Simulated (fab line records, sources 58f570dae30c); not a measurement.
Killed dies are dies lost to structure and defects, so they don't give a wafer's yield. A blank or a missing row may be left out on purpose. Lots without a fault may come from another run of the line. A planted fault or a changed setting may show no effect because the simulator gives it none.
Problem report in the 8D (eight disciplines) form, filled by code | flow berkeley_cmos170 | the parts of the form that need people (team, actions taken, sign-off) are left out

1. THE PROBLEM
run_length_s at UCB170_SPACER_ETCHBACK_03 reads a mean of 88.2 s on 6 wafers of 2 lots; wafers without a fault read 128.3 s with a standard deviation of 0.55. That is -73 standard deviations from the usual mean.
The step: etches SiO2 in CHF3/CF4/Ar, stops on Si, target depth 376 nm, time 100 s.
First seen on wafer L481.4, day 9 02:10, on rie_diel-04. The record holds 42 wafers of 14 lots with a number at this step. Rule for "out", or "out of limits": more than 4 standard deviations from the usual mean. The other wafers with a number count as sound.

2. WHAT IT IS AND WHAT IT IS NOT
question                    | is                           | is not
which readings at this step | run_length_s, oes_product_au | drypump_motor_current_A, throttle_valve_pct
which lots                  | L479, L481                   | L473, L474, L475, L476, L478, L480, L486, L488, L492, L493, L495, L496
which wafers of those lots  | all that have a number       | -
read on which tools         | rie_diel-04                  | rie_diel-02, rie_diel-03
when                        | from day 9 02:10             | up to then (18 sound wafers); but 18 sound wafers of L486, L488, L492, L493, L495, L496 came after

3. SUSPECTS, AND WHAT RULES EACH OUT
Counting: a tool at a process step up to the reading stays a suspect if it ran every lot that is out and no sound lot after the first of them.
- rie_diel-04 at UCB170_SPACER_ETCHBACK_03 (etches SiO2 in CHF3/CF4/Ar, stops on Si, target depth 376 nm, time 100 s): ruled out as a lasting fault. Sound lots L496 ran on it after its first lot that is out, L481 (day 9 02:10).
Left after counting: nothing in the record.

4. THE CAUSE (what the simulator had put in)
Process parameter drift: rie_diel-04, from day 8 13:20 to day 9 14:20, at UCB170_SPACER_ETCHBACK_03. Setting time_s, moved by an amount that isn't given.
Counting ruled it out, wrongly.

5. THE CHAIN OF EFFECTS, in route order
Each row: a reading whose mean over the struck wafers that have a number lies more than 3 standard deviations from the usual. Only readings for which the record gives a usual standard deviation are gone through. hours: the time from each lot's start at the first step in this table that gives one to its start at this step, as a median over the lots. sigmas: the change in usual standard deviations.
hours | step                      | reading        | usual      | on struck wafers | change | sigmas
0     | UCB170_SPACER_ETCHBACK_03 | oes_product_au | 0.896 a.u. | 1.005            | +0.109 | +8.4
0     | UCB170_SPACER_ETCHBACK_03 | run_length_s   | 128.3 s    | 88.2             | -40.1  | -73
The process steps in it:
- UCB170_SPACER_ETCHBACK_03: etches SiO2 in CHF3/CF4/Ar, stops on Si, target depth 376 nm, time 100 s.

6. WHAT WOULD HAVE CAUGHT IT SOONER
In this record the first reading out of limits was taken at day 9 02:10, 13 hours after the fault began at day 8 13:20.
